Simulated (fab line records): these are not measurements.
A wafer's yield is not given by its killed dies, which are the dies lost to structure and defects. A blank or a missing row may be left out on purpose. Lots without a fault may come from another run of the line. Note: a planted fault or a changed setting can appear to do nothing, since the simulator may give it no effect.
What tool caused it? || flow berkeley_cmos170 || Sampling: 24 lots, 72 wafers, 6 of 331 route steps

== WHAT EACH GAUGE READ, for each wafer ==
UCB170_PWELL_OVL_MEAS_13.
{"lot": "L074", "measured": "day 3 08:20", "on": "overlay-01", "PWELL_OVL (nm)": "3 -8 -1"}
{"lot": "L076", "measured": "day 3 16:12", "on": "overlay-02", "PWELL_OVL (nm)": "0 -1 5"}
{"lot": "L075", "measured": "day 3 15:56", "on": "overlay-02", "PWELL_OVL (nm)": "-12 -8 -8"}
{"lot": "L077", "measured": "day 4 02:46", "on": "overlay-02", "PWELL_OVL (nm)": "3 -3 -1"}
{"lot": "L078", "measured": "day 4 02:37", "on": "overlay-01", "PWELL_OVL (nm)": "-1 -1 -1"}
{"lot": "L080", "measured": "day 4 11:19", "on": "overlay-01", "PWELL_OVL (nm)": "6 0 7"}
{"lot": "L079", "measured": "day 4 11:02", "on": "overlay-02", "PWELL_OVL (nm)": "-7 -3 -10"}
{"lot": "L082", "measured": "day 4 20:41", "on": "overlay-02", "PWELL_OVL (nm)": "0 -5 -6"}
{"lot": "L081", "measured": "day 4 20:30", "on": "overlay-02", "PWELL_OVL (nm)": "-1 7 6"}
{"lot": "L083", "measured": "day 5 06:11", "on": "overlay-01", "PWELL_OVL (nm)": "-7 -2 3"}
{"lot": "L084", "measured": "day 5 05:55", "on": "overlay-01", "PWELL_OVL (nm)": "9 1 -1"}
{"lot": "L086", "measured": "day 5 16:10", "on": "overlay-02", "PWELL_OVL (nm)": "5 -1 2"}
{"lot": "L085", "measured": "day 5 16:27", "on": "overlay-01", "PWELL_OVL (nm)": "-6 -7 -6"}
{"lot": "L087", "measured": "day 6 06:52", "on": "overlay-02", "PWELL_OVL (nm)": "3 5 4"}
{"lot": "L088", "measured": "day 6 07:07", "on": "overlay-01", "PWELL_OVL (nm)": "-2 -1 -1"}
{"lot": "L089", "measured": "day 6 20:42", "on": "overlay-01", "PWELL_OVL (nm)": "-7 1 -5"}
{"lot": "L090", "measured": "day 7 00:46", "on": "overlay-02", "PWELL_OVL (nm)": "2 -1 -1"}
{"lot": "L091", "measured": "day 7 08:34", "on": "overlay-02", "PWELL_OVL (nm)": "1 6 4"}
{"lot": "L092", "measured": "day 7 08:49", "on": "overlay-01", "PWELL_OVL (nm)": "-6 -4 -5"}
{"lot": "L094", "measured": "day 7 17:18", "on": "overlay-01", "PWELL_OVL (nm)": "1 10 6"}
{"lot": "L093", "measured": "day 7 17:32", "on": "overlay-01", "PWELL_OVL (nm)": "-9 -5 -3"}
{"lot": "L096", "measured": "day 8 02:25", "on": "overlay-02", "PWELL_OVL (nm)": "-4 0 1"}
{"lot": "L095", "measured": "day 8 02:38", "on": "overlay-01", "PWELL_OVL (nm)": "2 4 -2"}
{"lot": "L097", "measured": "day 8 10:16", "on": "overlay-02", "PWELL_OVL (nm)": "-9 -13 -10"}

UCB170_ACTIVE_THK_MEAS_03.
{"lot": "L074", "measured": "day 4 10:06", "on": "film_metro-04", "ACTIVE_OXIDE_THK (nm)": "26.8 26.4 26.7"}
{"lot": "L076", "measured": "day 4 14:25", "on": "film_metro-03", "ACTIVE_OXIDE_THK (nm)": "26.6 26.4 26.3"}
{"lot": "L075", "measured": "day 4 14:26", "on": "film_metro-02", "ACTIVE_OXIDE_THK (nm)": "26.3 26.3 26.2"}
{"lot": "L077", "measured": "day 5 04:39", "on": "film_metro-03", "ACTIVE_OXIDE_THK (nm)": "27.1 26.6 26.7"}
{"lot": "L078", "measured": "day 5 04:37", "on": "film_metro-04", "ACTIVE_OXIDE_THK (nm)": "27.5 27.5 27.4"}
{"lot": "L080", "measured": "day 5 17:47", "on": "film_metro-04", "ACTIVE_OXIDE_THK (nm)": "24.7 25.0 25.1"}
{"lot": "L079", "measured": "day 5 17:46", "on": "film_metro-03", "ACTIVE_OXIDE_THK (nm)": "25.7 25.7 25.7"}
{"lot": "L082", "measured": "day 6 06:52", "on": "film_metro-02", "ACTIVE_OXIDE_THK (nm)": "26.2 25.6 26.1"}
{"lot": "L081", "measured": "day 6 06:52", "on": "film_metro-03", "ACTIVE_OXIDE_THK (nm)": "25.7 26.1 26.0"}
{"lot": "L083", "measured": "day 6 16:34", "on": "film_metro-04", "ACTIVE_OXIDE_THK (nm)": "26.2 26.5 26.4"}
{"lot": "L084", "measured": "day 6 16:34", "on": "film_metro-03", "ACTIVE_OXIDE_THK (nm)": "25.7 25.8 25.5"}
{"lot": "L086", "measured": "day 6 21:59", "on": "film_metro-02", "ACTIVE_OXIDE_THK (nm)": "25.6 25.9 25.2"}
{"lot": "L085", "measured": "day 6 22:00", "on": "film_metro-03", "ACTIVE_OXIDE_THK (nm)": "25.4 25.6 25.7"}
{"lot": "L087", "measured": "day 7 10:18", "on": "film_metro-04", "ACTIVE_OXIDE_THK (nm)": "25.5 25.5 25.2"}
{"lot": "L088", "measured": "day 7 10:18", "on": "film_metro-02", "ACTIVE_OXIDE_THK (nm)": "25.6 26.3 26.1"}
{"lot": "L089", "measured": "day 7 21:51", "on": "film_metro-02", "ACTIVE_OXIDE_THK (nm)": "26.1 25.7 25.8"}
{"lot": "L090", "measured": "day 8 03:00", "on": "film_metro-03", "ACTIVE_OXIDE_THK (nm)": "26.1 25.7 26.7"}
{"lot": "L091", "measured": "day 8 16:27", "on": "film_metro-04", "ACTIVE_OXIDE_THK (nm)": "26.6 26.8 27.3"}
{"lot": "L092", "measured": "day 8 16:27", "on": "film_metro-02", "ACTIVE_OXIDE_THK (nm)": "26.5 26.3 26.5"}
{"lot": "L094", "measured": "day 8 23:19", "on": "film_metro-04", "ACTIVE_OXIDE_THK (nm)": "27.1 26.5 26.6"}
{"lot": "L093", "measured": "day 8 23:22", "on": "film_metro-04", "ACTIVE_OXIDE_THK (nm)": "27.0 26.5 26.6"}
{"lot": "L096", "measured": "day 8 23:20", "on": "film_metro-02", "ACTIVE_OXIDE_THK (nm)": "27.0 27.0 26.7"}
{"lot": "L095", "measured": "day 8 23:19", "on": "film_metro-03", "ACTIVE_OXIDE_THK (nm)": "25.4 25.8 25.9"}
{"lot": "L097", "measured": "day 9 16:14", "on": "film_metro-02", "ACTIVE_OXIDE_THK (nm)": "26.2 26.3 25.8"}

UCB170_GATE_CD_MEAS_90: target cd 350 nm.
{"lot": "L074", "measured": "day 7 15:29", "on": "cd_sem-02", "cd_nm (nm)": "351.1 353.2 350.4"}
{"lot": "L076", "measured": "day 7 15:10", "on": "cd_sem-01", "cd_nm (nm)": "349.9 351.2 350.4"}
{"lot": "L075", "measured": "day 7 15:26", "on": "cd_sem-01", "cd_nm (nm)": "352.5 352.2 350.4"}
{"lot": "L077", "measured": "day 8 04:08", "on": "cd_sem-01", "cd_nm (nm)": "352.4 351.3 351.0"}
{"lot": "L078", "measured": "day 8 03:52", "on": "cd_sem-02", "cd_nm (nm)": "352.4 350.6 351.2"}
{"lot": "L080", "measured": "day 8 17:55", "on": "cd_sem-02", "cd_nm (nm)": "350.4 349.7 348.4"}
{"lot": "L079", "measured": "day 8 18:05", "on": "cd_sem-01", "cd_nm (nm)": "351.9 351.3 351.5"}
{"lot": "L082", "measured": "day 9 08:19", "on": "cd_sem-02", "cd_nm (nm)": "351.7 349.4 350.1"}
{"lot": "L081", "measured": "day 9 08:33", "on": "cd_sem-01", "cd_nm (nm)": "350.3 350.0 349.6"}
{"lot": "L083", "measured": "day 9 14:35", "on": "cd_sem-01", "cd_nm (nm)": "350.4 349.9 347.8"}
{"lot": "L084", "measured": "day 9 14:31", "on": "cd_sem-02", "cd_nm (nm)": "349.0 350.0 350.5"}
{"lot": "L086", "measured": "day 9 23:47", "on": "cd_sem-02", "cd_nm (nm)": "349.6 351.2 351.2"}
{"lot": "L085", "measured": "day 9 23:35", "on": "cd_sem-01", "cd_nm (nm)": "349.1 350.6 349.3"}
{"lot": "L087", "measured": "day 10 07:17", "on": "cd_sem-02", "cd_nm (nm)": "351.2 348.1 351.0"}
{"lot": "L088", "measured": "day 10 08:03", "on": "cd_sem-01", "cd_nm (nm)": "351.3 350.8 347.8"}
{"lot": "L089", "measured": "day 10 20:16", "on": "cd_sem-02", "cd_nm (nm)": "350.9 351.4 350.2"}
{"lot": "L090", "measured": "day 10 20:23", "on": "cd_sem-02", "cd_nm (nm)": "350.7 351.2 349.6"}
{"lot": "L091", "measured": "day 11 11:24", "on": "cd_sem-02", "cd_nm (nm)": "350.3 348.5 350.5"}
{"lot": "L092", "measured": "day 11 11:46", "on": "cd_sem-02", "cd_nm (nm)": "351.3 350.9 353.0"}
{"lot": "L094", "measured": "day 11 19:52", "on": "cd_sem-02", "cd_nm (nm)": "350.9 350.0 351.6"}
{"lot": "L093", "measured": "day 11 20:07", "on": "cd_sem-02", "cd_nm (nm)": "349.0 348.8 347.2"}
{"lot": "L096", "measured": "day 11 20:37", "on": "cd_sem-02", "cd_nm (nm)": "351.1 351.1 351.3"}
{"lot": "L095", "measured": "day 11 20:21", "on": "cd_sem-02", "cd_nm (nm)": "350.6 351.6 352.3"}
{"lot": "L097", "measured": "day 12 02:58", "on": "cd_sem-02", "cd_nm (nm)": "347.2 347.4 348.1"}

UCB170_V2_BOW_MEAS_03.
{"lot": "L074", "measured": "day 9 03:37", "on": "film_metro-02", "V2_BOW (um)": "51 40 45"}
{"lot": "L076", "measured": "day 9 04:02", "on": "film_metro-04", "V2_BOW (um)": "22 34 35"}
{"lot": "L075", "measured": "day 9 01:58", "on": "film_metro-02", "V2_BOW (um)": "48 35 24"}
{"lot": "L077", "measured": "day 9 11:32", "on": "film_metro-01", "V2_BOW (um)": "51 38 35"}
{"lot": "L078", "measured": "day 9 10:28", "on": "film_metro-04", "V2_BOW (um)": "42 31 38"}
{"lot": "L080", "measured": "day 10 05:02", "on": "film_metro-04", "V2_BOW (um)": "43 39 34"}
{"lot": "L079", "measured": "day 10 03:50", "on": "film_metro-02", "V2_BOW (um)": "37 41 31"}
{"lot": "L082", "measured": "day 10 15:57", "on": "film_metro-04", "V2_BOW (um)": "41 34 45"}
{"lot": "L081", "measured": "day 10 17:25", "on": "film_metro-02", "V2_BOW (um)": "38 48 44"}
{"lot": "L083", "measured": "day 11 08:34", "on": "film_metro-02", "V2_BOW (um)": "42 39 41"}
{"lot": "L084", "measured": "day 11 08:42", "on": "film_metro-04", "V2_BOW (um)": "36 43 30"}
{"lot": "L086", "measured": "day 11 09:43", "on": "film_metro-02", "V2_BOW (um)": "37 46 38"}
{"lot": "L085", "measured": "day 11 09:53", "on": "film_metro-01", "V2_BOW (um)": "29 36 29"}
{"lot": "L087", "measured": "day 11 17:56", "on": "film_metro-01", "V2_BOW (um)": "42 36 37"}
{"lot": "L088", "measured": "day 11 16:58", "on": "film_metro-02", "V2_BOW (um)": "34 32 37"}
{"lot": "L089", "measured": "day 12 05:23", "on": "film_metro-01", "V2_BOW (um)": "35 37 45"}
{"lot": "L090", "measured": "day 12 04:31", "on": "film_metro-01", "V2_BOW (um)": "35 32 47"}
{"lot": "L091", "measured": "day 12 19:44", "on": "film_metro-02", "V2_BOW (um)": "42 49 45"}
{"lot": "L092", "measured": "day 12 18:19", "on": "film_metro-04", "V2_BOW (um)": "31 30 46"}
{"lot": "L094", "measured": "day 13 04:05", "on": "film_metro-02", "V2_BOW (um)": "39 39 47"}
{"lot": "L093", "measured": "day 13 08:50", "on": "film_metro-02", "V2_BOW (um)": "35 46 35"}
{"lot": "L096", "measured": "day 13 03:50", "on": "film_metro-01", "V2_BOW (um)": "43 40 50"}
{"lot": "L095", "measured": "day 13 09:10", "on": "film_metro-01", "V2_BOW (um)": "33 41 33"}
{"lot": "L097", "measured": "day 13 12:40", "on": "film_metro-02", "V2_BOW (um)": "40 35 43"}

== WHAT TOOL EACH LOT RAN ON (gives the tool, then ch and the chambers of the sampled wafers, and finally the start) ==
{"lot": "L074", "UCB170_NWELL_ETCH_13": "rie_diel-01 ch 1,2,3, day 2 16:20", "UCB170_GATE_STRIP_16": "plasma_asher-02 ch 0,1, day 7 15:22"}
{"lot": "L076", "UCB170_NWELL_ETCH_13": "rie_diel-01 ch 1,2,3, day 2 21:23", "UCB170_GATE_STRIP_16": "plasma_asher-02 ch 0,1, day 7 15:01"}
{"lot": "L075", "UCB170_NWELL_ETCH_13": "rie_diel-03 ch 0,2,3, day 2 21:39", "UCB170_GATE_STRIP_16": "plasma_asher-03 ch 0,1, day 7 15:19"}
{"lot": "L077", "UCB170_NWELL_ETCH_13": "rie_diel-02 ch 0,3, day 3 05:43", "UCB170_GATE_STRIP_16": "plasma_asher-03 ch 0,1, day 8 04:02"}
{"lot": "L078", "UCB170_NWELL_ETCH_13": "rie_diel-03 ch 0,1,2, day 3 05:59", "UCB170_GATE_STRIP_16": "plasma_asher-01 ch 0,1, day 8 03:45"}
{"lot": "L080", "UCB170_NWELL_ETCH_13": "rie_diel-02 ch 1,2, day 3 14:05", "UCB170_GATE_STRIP_16": "plasma_asher-01 ch 0,1, day 8 17:47"}
{"lot": "L079", "UCB170_NWELL_ETCH_13": "rie_diel-03 ch 0,2,3, day 3 14:20", "UCB170_GATE_STRIP_16": "plasma_asher-02 ch 1, day 8 17:59"}
{"lot": "L082", "UCB170_NWELL_ETCH_13": "rie_diel-02 ch 0,1,3, day 4 01:02", "UCB170_GATE_STRIP_16": "plasma_asher-02 ch 0,1, day 9 08:07"}
{"lot": "L081", "UCB170_NWELL_ETCH_13": "rie_diel-01 ch 1,2, day 4 01:38", "UCB170_GATE_STRIP_16": "plasma_asher-03 ch 0,1, day 9 08:26"}
{"lot": "L083", "UCB170_NWELL_ETCH_13": "rie_diel-03 ch 0,1,3, day 4 09:28", "UCB170_GATE_STRIP_16": "plasma_asher-02 ch 0,1, day 9 14:29"}
{"lot": "L084", "UCB170_NWELL_ETCH_13": "rie_diel-01 ch 0,1,2, day 4 09:35", "UCB170_GATE_STRIP_16": "plasma_asher-01 ch 0,1, day 9 14:24"}
{"lot": "L086", "UCB170_NWELL_ETCH_13": "rie_diel-03 ch 0,3, day 4 17:44", "UCB170_GATE_STRIP_16": "plasma_asher-02 ch 0, day 9 23:41"}
{"lot": "L085", "UCB170_NWELL_ETCH_13": "rie_diel-02 ch 0,1,2, day 4 17:59", "UCB170_GATE_STRIP_16": "plasma_asher-03 ch 1, day 9 23:27"}
{"lot": "L087", "UCB170_NWELL_ETCH_13": "rie_diel-03 ch 0,1,2, day 5 04:14", "UCB170_GATE_STRIP_16": "plasma_asher-01 ch 0,1, day 10 07:10"}
{"lot": "L088", "UCB170_NWELL_ETCH_13": "rie_diel-01 ch 1,2, day 5 11:22", "UCB170_GATE_STRIP_16": "plasma_asher-03 ch 0,1, day 10 07:56"}
{"lot": "L089", "UCB170_NWELL_ETCH_13": "rie_diel-03 ch 0,2,3, day 5 18:30", "UCB170_GATE_STRIP_16": "plasma_asher-01 ch 0,1, day 10 20:01"}
{"lot": "L090", "UCB170_NWELL_ETCH_13": "rie_diel-01 ch 0,1,3, day 6 02:58", "UCB170_GATE_STRIP_16": "plasma_asher-03 ch 0,1, day 10 20:08"}
{"lot": "L091", "UCB170_NWELL_ETCH_13": "rie_diel-02 ch 0,2,3, day 6 11:40", "UCB170_GATE_STRIP_16": "plasma_asher-03 ch 0,1, day 11 11:14"}
{"lot": "L092", "UCB170_NWELL_ETCH_13": "rie_diel-01 ch 1,2, day 6 11:54", "UCB170_GATE_STRIP_16": "plasma_asher-01 ch 0,1, day 11 11:31"}
{"lot": "L094", "UCB170_NWELL_ETCH_13": "rie_diel-01 ch 1,2,3, day 6 20:42", "UCB170_GATE_STRIP_16": "plasma_asher-01 ch 1, day 11 19:46"}
{"lot": "L093", "UCB170_NWELL_ETCH_13": "rie_diel-02 ch 1,2,3, day 6 20:53", "UCB170_GATE_STRIP_16": "plasma_asher-03 ch 0,1, day 11 20:00"}
{"lot": "L096", "UCB170_NWELL_ETCH_13": "rie_diel-01 ch 0,2,3, day 7 06:04", "UCB170_GATE_STRIP_16": "plasma_asher-01 ch 0,1, day 11 20:31"}
{"lot": "L095", "UCB170_NWELL_ETCH_13": "rie_diel-02 ch 0,1,2, day 7 06:18", "UCB170_GATE_STRIP_16": "plasma_asher-02 ch 0,1, day 11 20:14"}
{"lot": "L097", "UCB170_NWELL_ETCH_13": "rie_diel-02 ch 0,2,3, day 7 10:15", "UCB170_GATE_STRIP_16": "plasma_asher-01 ch 0, day 12 02:50"}
- UCB170_NWELL_ETCH_13: etches Si3N4 in CH3F/Ar/O2, stops on SiO2, target depth 246.4 nm, time 154 s.
- UCB170_GATE_STRIP_16: strips in O2.

== AS READ BY THE TOOLS THEMSELVES (means over the sampled wafers that have a number; for cases with no such wafer, the mark the record gives instead) ==
UCB170_NWELL_ETCH_13.
{"lot": "L074", "tool": "rie_diel-01", "drypump_motor_current_A (A)": 5.6, "oes_product_au (a.u.)": 0.934, "throttle_valve_pct (%)": 8.07}
{"lot": "L076", "tool": "rie_diel-01", "drypump_motor_current_A (A)": 5.5, "oes_product_au (a.u.)": 0.931, "throttle_valve_pct (%)": 8.05}
{"lot": "L075", "tool": "rie_diel-03", "drypump_motor_current_A (A)": 5.7, "oes_product_au (a.u.)": 0.949, "throttle_valve_pct (%)": 8.14}
{"lot": "L077", "tool": "rie_diel-02", "drypump_motor_current_A (A)": 6.2, "oes_product_au (a.u.)": 0.927, "throttle_valve_pct (%)": 8.14}
{"lot": "L078", "tool": "rie_diel-03", "drypump_motor_current_A (A)": 5.9, "oes_product_au (a.u.)": 0.955, "throttle_valve_pct (%)": 8.07}
{"lot": "L080", "tool": "rie_diel-02", "drypump_motor_current_A (A)": 6.1, "oes_product_au (a.u.)": 0.955, "throttle_valve_pct (%)": 8.05}
{"lot": "L079", "tool": "rie_diel-03", "drypump_motor_current_A (A)": 5.8, "oes_product_au (a.u.)": 0.949, "throttle_valve_pct (%)": 8.13}
{"lot": "L082", "tool": "rie_diel-02", "drypump_motor_current_A (A)": 6.0, "oes_product_au (a.u.)": 0.940, "throttle_valve_pct (%)": 8.04}
{"lot": "L081", "tool": "rie_diel-01", "drypump_motor_current_A (A)": 5.5, "oes_product_au (a.u.)": 0.928, "throttle_valve_pct (%)": 8.04}
{"lot": "L083", "tool": "rie_diel-03", "drypump_motor_current_A (A)": 5.6, "oes_product_au (a.u.)": 0.934, "throttle_valve_pct (%)": 8.04}
{"lot": "L084", "tool": "rie_diel-01", "drypump_motor_current_A (A)": 5.6, "oes_product_au (a.u.)": 0.937, "throttle_valve_pct (%)": 8.12}
{"lot": "L086", "tool": "rie_diel-03", "drypump_motor_current_A (A)": 5.3, "oes_product_au (a.u.)": 0.948, "throttle_valve_pct (%)": 8.08}
{"lot": "L085", "tool": "rie_diel-02", "drypump_motor_current_A (A)": 6.0, "oes_product_au (a.u.)": 0.945, "throttle_valve_pct (%)": 8.09}
{"lot": "L087", "tool": "rie_diel-03", "drypump_motor_current_A (A)": 5.9, "oes_product_au (a.u.)": 0.944, "throttle_valve_pct (%)": 8.07}
{"lot": "L088", "tool": "rie_diel-01", "drypump_motor_current_A (A)": 5.5, "oes_product_au (a.u.)": 0.924, "throttle_valve_pct (%)": 8.03}
{"lot": "L089", "tool": "rie_diel-03", "drypump_motor_current_A (A)": 5.8, "oes_product_au (a.u.)": 0.947, "throttle_valve_pct (%)": 8.13}
{"lot": "L090", "tool": "rie_diel-01", "drypump_motor_current_A (A)": 5.7, "oes_product_au (a.u.)": 0.925, "throttle_valve_pct (%)": 8.15}
{"lot": "L091", "tool": "rie_diel-02", "drypump_motor_current_A (A)": 6.1, "oes_product_au (a.u.)": 0.943, "throttle_valve_pct (%)": 8.19}
{"lot": "L092", "tool": "rie_diel-01", "drypump_motor_current_A (A)": 5.5, "oes_product_au (a.u.)": 0.927, "throttle_valve_pct (%)": 8.03}
{"lot": "L094", "tool": "rie_diel-01", "drypump_motor_current_A (A)": 5.6, "oes_product_au (a.u.)": 0.929, "throttle_valve_pct (%)": 8.07}
{"lot": "L093", "tool": "rie_diel-02", "drypump_motor_current_A (A)": 6.2, "oes_product_au (a.u.)": 0.937, "throttle_valve_pct (%)": 8.15}
{"lot": "L096", "tool": "rie_diel-01", "drypump_motor_current_A (A)": 6.0, "oes_product_au (a.u.)": 0.933, "throttle_valve_pct (%)": 8.04}
{"lot": "L095", "tool": "rie_diel-02", "drypump_motor_current_A (A)": 6.0, "oes_product_au (a.u.)": 0.947, "throttle_valve_pct (%)": 8.09}
{"lot": "L097", "tool": "rie_diel-02", "drypump_motor_current_A (A)": 6.2, "oes_product_au (a.u.)": 0.929, "throttle_valve_pct (%)": 8.19}

UCB170_GATE_STRIP_16.
{"lot": "L074", "tool": "plasma_asher-02", "drypump_motor_current_A (A)": 6.0, "oes_product_au (a.u.)": 0.722}
{"lot": "L076", "tool": "plasma_asher-02", "drypump_motor_current_A (A)": 6.0, "oes_product_au (a.u.)": 0.723}
{"lot": "L075", "tool": "plasma_asher-03", "drypump_motor_current_A (A)": 5.5, "oes_product_au (a.u.)": 0.718}
{"lot": "L077", "tool": "plasma_asher-03", "drypump_motor_current_A (A)": 5.4, "oes_product_au (a.u.)": 0.722}
{"lot": "L078", "tool": "plasma_asher-01", "drypump_motor_current_A (A)": 6.3, "oes_product_au (a.u.)": 0.721}
{"lot": "L080", "tool": "plasma_asher-01", "drypump_motor_current_A (A)": 6.3, "oes_product_au (a.u.)": 0.725}
{"lot": "L079", "tool": "plasma_asher-02", "drypump_motor_current_A (A)": 6.1, "oes_product_au (a.u.)": 0.725}
{"lot": "L082", "tool": "plasma_asher-02", "drypump_motor_current_A (A)": 5.8, "oes_product_au (a.u.)": 0.729}
{"lot": "L081", "tool": "plasma_asher-03", "drypump_motor_current_A (A)": 5.5, "oes_product_au (a.u.)": 0.722}
{"lot": "L083", "tool": "plasma_asher-02", "drypump_motor_current_A (A)": 6.0, "oes_product_au (a.u.)": 0.722}
{"lot": "L084", "tool": "plasma_asher-01", "drypump_motor_current_A (A)": 6.2, "oes_product_au (a.u.)": 0.720}
{"lot": "L086", "tool": "plasma_asher-02", "drypump_motor_current_A (A)": 5.7, "oes_product_au (a.u.)": 0.728}
{"lot": "L085", "tool": "plasma_asher-03", "drypump_motor_current_A (A)": 5.6, "oes_product_au (a.u.)": 0.727}
{"lot": "L087", "tool": "plasma_asher-01", "drypump_motor_current_A (A)": 6.2, "oes_product_au (a.u.)": 0.723}
{"lot": "L088", "tool": "plasma_asher-03", "drypump_motor_current_A (A)": 5.5, "oes_product_au (a.u.)": 0.724}
{"lot": "L089", "tool": "plasma_asher-01", "drypump_motor_current_A (A)": 6.2, "oes_product_au (a.u.)": 0.726}
{"lot": "L090", "tool": "plasma_asher-03", "drypump_motor_current_A (A)": 5.5, "oes_product_au (a.u.)": 0.725}
{"lot": "L091", "tool": "plasma_asher-03", "drypump_motor_current_A (A)": 5.5, "oes_product_au (a.u.)": 0.727}
{"lot": "L092", "tool": "plasma_asher-01", "drypump_motor_current_A (A)": 6.3, "oes_product_au (a.u.)": 0.725}
{"lot": "L094", "tool": "plasma_asher-01", "drypump_motor_current_A (A)": 6.2, "oes_product_au (a.u.)": 0.716}
{"lot": "L093", "tool": "plasma_asher-03", "drypump_motor_current_A (A)": 5.5, "oes_product_au (a.u.)": 0.720}
{"lot": "L096", "tool": "plasma_asher-01", "drypump_motor_current_A (A)": 6.3, "oes_product_au (a.u.)": 0.726}
{"lot": "L095", "tool": "plasma_asher-02", "drypump_motor_current_A (A)": 5.9, "oes_product_au (a.u.)": 0.725}
{"lot": "L097", "tool": "plasma_asher-01", "drypump_motor_current_A (A)": 6.3, "oes_product_au (a.u.)": 0.727}

== THE ANSWER, worked out from the rows above alone ==
Rule: the usual values come from the lots themselves. Put in order of their means at a reading, lots are off if they are a third of the lots or fewer, leave a main group of 4 or more, and stand apart from it by a gap of 3 or more times the standard deviation of the main group's means; of several such gaps the widest counts. A main group whose means are all the same, to the digits that the tables above print for the reading, isn't used. Also off: a lot with no number at a reading for which 4 or more lots have one. Any other lot the step has rows for is counted as sound. The gauges are gone through in route order, then the tools' own readings, and for those a lot's mean is taken as printed above. The first step at which some lot is off is used, and at that step the reading that is off furthest; a lot without a number counts as furthest.
No lot is off on any of the readings shown, so nothing can be concluded from this.

== WHAT WAS PUT IN BY THE SIMULATOR ==
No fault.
